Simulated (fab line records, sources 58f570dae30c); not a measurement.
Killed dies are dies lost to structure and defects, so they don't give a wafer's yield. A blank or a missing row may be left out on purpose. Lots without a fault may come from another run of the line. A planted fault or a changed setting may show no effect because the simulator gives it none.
Chamber matching | flow berkeley_cmos170 | UCB170_M2_ETCH_17 on rie_diel-01: 4 sister chambers
The step etches BARC in N2/H2. 14 wafers are shown with their chamber, then 7 later ones without.

WAFERS WITH THEIR CHAMBER
wafer  | chamber | throttle_valve_pct (%) | drypump_motor_current_A (A) | oes_product_au (a.u.)
L993.3 | 0       | 13.31                  | 5.5                         | 1.013
L993.5 | 1       | 13.43                  | 5.4                         | 0.987
L993.6 | 2       | 12.89                  | 6.5                         | 1.020
L999.4 | 2       | 12.90                  | 6.5                         | 1.019
L999.5 | 0       | 13.31                  | 5.5                         | 1.013
L999.6 | 1       | 13.42                  | 5.4                         | 1.000
L106.1 | 3       | 12.92                  | 5.8                         | 1.009
L106.3 | 1       | 13.41                  | 5.4                         | 0.993
L106.4 | 2       | 12.90                  | 6.5                         | 1.012
L108.3 | 2       | 12.89                  | 6.5                         | 1.014
L108.5 | 1       | 13.42                  | 5.4                         | 0.990
L108.6 | 2       | 12.91                  | 6.5                         | 1.006
L110.2 | 2       | 12.90                  | 6.6                         | 1.012
L110.3 | 0       | 13.32                  | 5.5                         | 1.020

SIGNATURES (means of the wafers above)
reading                 | chamber 0 | chamber 1 | chamber 2 | chamber 3 | scatter within a chamber
throttle_valve_pct      | 13.3133   | 13.4200   | 12.8983   | 12.9200   | 0.00742
drypump_motor_current_A | 5.500     | 5.400     | 6.517     | 5.800     | 0.0289
oes_product_au          | 1.01533   | 0.99250   | 1.01383   | 1.00900   | 0.00508
Rule: a wafer's distance from a chamber is the root of the sum, over the readings, of the square of ((its reading less the chamber's mean) divided by the reading's scatter). The wafer belongs to the nearest chamber; if the next one is less than 2 further off, it can't be placed. The scatter: the root of (the sum of the squares of (reading less its chamber's mean) over the shown wafers, divided by (wafers less chambers)).

WAFERS WITHOUT THEIR CHAMBER
wafer  | throttle_valve_pct (%) | drypump_motor_current_A (A) | oes_product_au (a.u.)
L110.4 | 13.42                  | 5.4                         | 1.002
L113.1 | 13.32                  | 5.5                         | 1.014
L113.5 | 13.42                  | 5.4                         | 1.006
L113.6 | 12.92                  | 6.5                         | 1.011
L114.1 | 13.32                  | 5.5                         | 1.005
L114.2 | 13.41                  | 5.4                         | 1.008
L114.4 | 12.91                  | 5.8                         | 1.021

WHICH CHAMBER EACH WENT THROUGH
wafer  | from the rows above | in truth
L110.4 | 1                   | 1
L113.1 | 0                   | 0
L113.5 | 1                   | 1
L113.6 | 2                   | 2
L114.1 | 0                   | 0
L114.2 | 1                   | 1
L114.4 | 3                   | 3
Placed correctly: 7 of 7. Can't be placed from these rows: 0. Placed wrongly: 0.
